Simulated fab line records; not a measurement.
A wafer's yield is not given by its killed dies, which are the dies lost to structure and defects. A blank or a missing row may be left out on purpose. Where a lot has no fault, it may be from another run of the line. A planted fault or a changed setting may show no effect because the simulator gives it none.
What tool caused it? ; flow berkeley-cmos170 ; 7 lots (21 wafers sampled), 1 step of a 331-step route

== WHAT THE GAUGES SHOWED, per wafer ==
UCB170_PSD_TW_MEAS_10.
lot;measured;on;PSD_TW
L395;day 7 09:30;film-metro-03;2318 2319 2312
L400;day 8 12:10;film-metro-03;2335 2331 2338
L402;day 8 23:34;film-metro-03;2329 2326 2327
L406;day 10 10:15;film-metro-01;2309 2322 2311
L411;day 11 12:14;film-metro-03;2317 2330 2327
L415;day 11 23:45;film-metro-02;2336 2347 2340
L417;day 12 17:39;film-metro-01;2309 2310 2296

== EACH LOT AND THE TOOL THAT RAN IT (in order: tool; ch and the chambers of the sampled wafers; start) ==
Record: no process step prior to these readings.

== THE ANSWER, worked out from the rows above alone ==
Rule: what is usual is taken from the lots themselves. Put in order of their means at a reading, lots are off if they are a third of the lots or fewer, leave a main group of 4 or more, and stand apart from it by a gap of 3 or more times the standard deviation of the main group's means; of several such gaps the widest counts. A main group is skipped when, at the precision printed for the reading in the tables above, its means are all equal. A lot without any number at a reading at which 4 lots or more have one is off too. Any other lot the step has rows for is counted as sound.
No lot is off at any reading shown: from this, nothing can be told.

== WHAT THE SIMULATOR PUT IN ==
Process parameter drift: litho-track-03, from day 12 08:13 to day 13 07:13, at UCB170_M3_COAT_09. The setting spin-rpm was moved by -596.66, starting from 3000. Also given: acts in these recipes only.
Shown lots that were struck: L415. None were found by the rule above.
